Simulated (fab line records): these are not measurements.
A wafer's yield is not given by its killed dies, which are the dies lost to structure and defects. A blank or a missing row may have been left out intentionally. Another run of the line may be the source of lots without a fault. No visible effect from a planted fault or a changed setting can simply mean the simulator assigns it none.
Struck lot and sound lot, side by side || flow ritCmos || 15 out of 202 route steps
Sound: these wafers, L396.4, L396.5, L396.6. Wafers L403.2, L403.4, L403.6 were the ones struck. The cause is given at the end.
Each step with rows lists, per side, the tool, then ch with its chambers, then its first start. Under that, the readings that differ: sound wafers || struck wafers || difference of the means || sigmas: that difference in standard deviations of wafers without a fault.
alike: same words and numbers on both sides, and readings whose means sit less than 2 such deviations apart. not compared: any withheld reading, any reading some wafer has no value for, any bound like >300 that may hide the same value, and any number with overlapping values for which the record gives no deviation.
A row with sigmas, a row that says differs or no value, or rows on one side alone: a step with any of these is where the two part. Numbers that have no deviation but don't overlap get no sigmas and don't part them. Lack of a reading on every wafer of one side parts them only where that side has two or more wafers.

first, 3 steps without rows for these wafers: RIT_ACTIVE_CLEAN_16 (cleans in dHF, time 29.33 s); RIT_ACTIVE_CLEAN_17 (cleans in SC2, time 600 s); RIT_FOX1_OXIDATION_00 (target thk 350.7 nm, ox time 1130 s).
RIT_FOX1_THK_MEAS_01:
  struck on filmMetro-03, day 5 06:30; sound on filmMetro-03, day 3 19:24
  alike: FOX1_OXIDE_THK
then, 2 steps without rows for these wafers: RIT_FOX1_WET_ETCH_02 (etches SiO2 in BOE, target depth 350 nm, time 390 s); RIT_FOX2_OXIDATION_00 (target thk 350.7 nm, ox time 1130 s).
RIT_FOX2_THK_MEAS_01:
  struck on filmMetro-04, day 5 09:19; sound on filmMetro-02, day 3 20:53
  alike: FOX2_OXIDE_THK
then, 2 steps without rows for these wafers: RIT_FOX2_CLEAN_02 (cleans in dHF, time 180 s); RIT_FOX2_WET_ETCH_03 (etches Si3N4 in H3PO4, target depth 195 nm, time 2700 s).
RIT_FOX2_THK_MEAS_90:
  struck on filmMetro-02, day 5 10:12; sound on filmMetro-02, day 3 21:50
  alike: FIELD_OXIDE_LEFT_1_THK
then, 2 steps without rows for these wafers: RIT_NWELL_HMDS_00 (prime time 60 s); RIT_NWELL_COAT_01 (resist thk 1300 nm).
RIT_NWELL_SOFTBAKE_02: time 60 s.
  sound on lithoTrack-02 ch 0, day 3 22:15; struck on lithoTrack-04 ch 0, day 5 10:35
{"reading": "runLengthS (s)", "sound": "89.23 89.36 89.18", "struck": "95.42 95.48 95.65", "difference": "+6.26", "sigmas": "+48"}
  alike: exhaustPa
then, 1 step without rows for these wafers: RIT_NWELL_EXPOSE_03 (exposes mask M2, target cd 43900 nm).
RIT_M1_PROBE_99:
  struck on prober-02, day 7 06:06; sound on prober-01, day 5 10:46
  alike: killedAtContacts, killedAtFrontEnd, killedDies, killedOpen, killedShort

== WHERE THEY PART ==
RIT_NWELL_SOFTBAKE_02 only, going by this record. Later steps at which nothing parts them and some readings are alike: RIT_M1_PROBE_99.

WHY: the cause the simulator had injected
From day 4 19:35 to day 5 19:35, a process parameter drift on lithoTrack-04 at RIT_NWELL_SOFTBAKE_02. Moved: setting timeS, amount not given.
